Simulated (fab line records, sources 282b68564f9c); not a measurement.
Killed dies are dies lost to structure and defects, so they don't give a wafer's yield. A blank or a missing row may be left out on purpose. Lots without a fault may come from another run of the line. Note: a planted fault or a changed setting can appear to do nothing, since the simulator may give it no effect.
Code-filled problem report in 8D (eight disciplines) form    flow rit_cmos    the parts of the form that need people (team, actions taken, sign-off) are left out

== 1. THE ISSUE ==
PSD_RS at RIT_SDANNEAL_RS_MEAS_04 reads a mean of 144.6 ohm/sq on 6 wafers of 2 lots; wafers without a fault read 115.9 ohm/sq with a standard deviation of 0.36. Relative to the usual mean, that is a shift of +80 standard deviations.
The step: measures by four-point-probe.
Earliest sighting: wafer L529.1 on film_metro-03 at day 4 13:50. The record holds 42 wafers of 14 lots with a number at this step. By rule, "out" or "out of limits" means more than 4 standard deviations away from the usual mean. The other wafers with a number count as sound.

== 2. WHAT IT IS, AND WHAT IT ISN'T ==
question                     is                            is not
which readings at this step  PSD_RS                        -
which lots                   L529, L531                    L522, L523, L524, L525, L526, L530, L534, L538, L539, L541, L544, L545
which wafers of those lots   all that have a number        -
read on which gauges         film_metro-02, film_metro-03  film_metro-01
when                         from day 4 13:50              up to then (15 sound wafers); but 21 sound wafers of L530, L534, L538, L539, L541, L544, L545 came after

== 3. THE SUSPECTS, EACH WITH WHAT RULES IT OUT ==
Counting: any tool at a process step up to the reading is kept as a suspect provided that every lot that is out went through it and no sound lot did after the first of them.
- the gauge at RIT_SDANNEAL_RS_MEAS_04: ruled out. 2 gauges (film_metro-02, film_metro-03) read the wafers that are out.
- rtp_anneal-02 at RIT_SDANNEAL_RTA_03 (time 5 s): ruled out as a lasting fault. Sound lots L544 ran on it after its first lot that is out, L529 (day 4 13:47).
Left after counting: nothing in the record.

== 4. THE CAUSE (what the simulator had put in) ==
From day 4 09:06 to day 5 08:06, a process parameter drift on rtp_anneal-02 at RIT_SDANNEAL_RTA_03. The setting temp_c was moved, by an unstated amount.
Counting ruled it out, wrongly: the rule takes a fault to strike every lot that its tool runs from its start on, and this one did not.

== 5. THE CHAIN OF EFFECTS, in route order ==
Rows list readings where the struck wafers' mean (over those with a number) sits beyond 3 standard deviations from the usual. Only readings for which the record gives a usual standard deviation are gone through. hours: the time from each lot's start at the first step in this table that gives one to its start at this step, as a median over the lots. sigmas: the change in usual standard deviations.
hours  step                     reading           usual         on struck wafers  change  sigmas
0      RIT_SDANNEAL_RTA_03      wafer_temp_C_max  1053.6        1013.3            -40.3   -34
0      RIT_SDANNEAL_RS_MEAS_04  PSD_RS            115.9 ohm/sq  144.6             +28.7   +80
0      RIT_SDANNEAL_RS_MEAS_05  NSD_RS            84.6 ohm/sq   86.1              +1.5    +4.2
0      RIT_SDANNEAL_RS_MEAS_06  PLDD_RS           178.7 ohm/sq  215.1             +36.4   +64
It contains these process steps:
- RIT_SDANNEAL_RTA_03: time 5 s.

== 6. WHAT WOULD HAVE CAUGHT IT SOONER ==
5 hours passed between the start of the fault at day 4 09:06 and the first reading out of limits at a measuring or inspecting step in this record, taken at day 4 13:50.
At RIT_SDANNEAL_RTA_03, the tool's own readings (wafer_temp_C_max) were out on each struck wafer the step has a row for, so an alarm limit on them would have fired on the first such wafer.
